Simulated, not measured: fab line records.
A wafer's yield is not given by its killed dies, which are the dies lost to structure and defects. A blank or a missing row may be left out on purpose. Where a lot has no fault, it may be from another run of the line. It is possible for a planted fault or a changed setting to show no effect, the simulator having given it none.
8D (eight disciplines) problem report, filled in by code -- flow berkeley-cmos170 -- the parts of the form that need people (team, actions taken, sign-off) are left out

## 1. PROBLEM STATEMENT
At UCB170_PFIELD_SOFTBAKE_02, heater-power-total-W averages 58.52 W over 9 wafers from 3 lots, while fault-free wafers read 56.80 W, standard deviation 0.046. Measured from the usual mean, that is +37 standard deviations.
The step: time 60 s.
Earliest sighting: wafer L231.3 on litho-track-04 at day 6 23:43. Wafers with a number at this step in the record: 45, from 15 lots. Rule for "out", or "out of limits": more than 4 standard deviations from the usual mean. Any other wafer with a number is counted as sound.

## 2. WHAT THIS IS AND IS NOT
question,is,is not
which readings at this step,"heater-power-total-W, run-length-s",-
which lots,"L231, L233, L236","L221, L223, L224, L227, L229, L230, L235, L238, L239, L240, L241, L244"
which wafers of those lots,all that have a number,-
read on which tools,litho-track-04,"litho-track-01, litho-track-03"
when,from day 6 23:43,"up to then (15 sound wafers); but 21 sound wafers of L230, L235, L238, L239, L240, L241, L244 came after"

## 3. SUSPECTS, AND WHAT RULES EACH OUT
Counting: a tool at any process step up to the reading remains a suspect when it ran all the lots that are out and ran no sound lot after the first of those.
- litho-track-04 at UCB170_PFIELD_SOFTBAKE_02 (time 60 s): kept. It processed each lot that is out, first L231 at day 6 23:43, and no sound lot thereafter; up to then, the last sound lot it processed was L229 at day 6 21:19. Its own heater-power-total-W, run-length-s readings are out on those wafers.
After counting, what remains is litho-track-04 at UCB170_PFIELD_SOFTBAKE_02.

## 4. THE CAUSE (what the simulator had put in)
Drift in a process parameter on litho-track-04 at UCB170_PFIELD_SOFTBAKE_02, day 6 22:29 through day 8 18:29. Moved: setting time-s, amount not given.
Only this tool survived the counting.

## 5. THE EFFECT CHAIN, in route order
One row per reading whose mean, taken over the struck wafers that have a number, lies over 3 standard deviations from the usual. Readings are gone through only where the record gives a usual standard deviation; hours: the median, over the lots, of the time from a lot's start at the first step in this table giving one to that lot's start at this step; sigmas: the change measured in usual standard deviations.
hours,step,reading,usual,on struck wafers,change,sigmas
0,UCB170_PFIELD_SOFTBAKE_02,heater-power-total-W,56.80 W,58.52,+1.72,+37
0,UCB170_PFIELD_SOFTBAKE_02,run-length-s,89.12 s,83.25,-5.87,-33
Its process steps:
- UCB170_PFIELD_SOFTBAKE_02: time 60 s.
Later measuring or inspecting steps at which every struck wafer that the step has a row for has a number for every such reading, and none has moved that far: UCB170_M2_THK_MEAS_03.

## 6. WHAT WOULD HAVE CAUGHT IT SOONER
In this record the first reading out of limits was taken at day 6 23:43, 1 hour after the fault began at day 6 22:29.
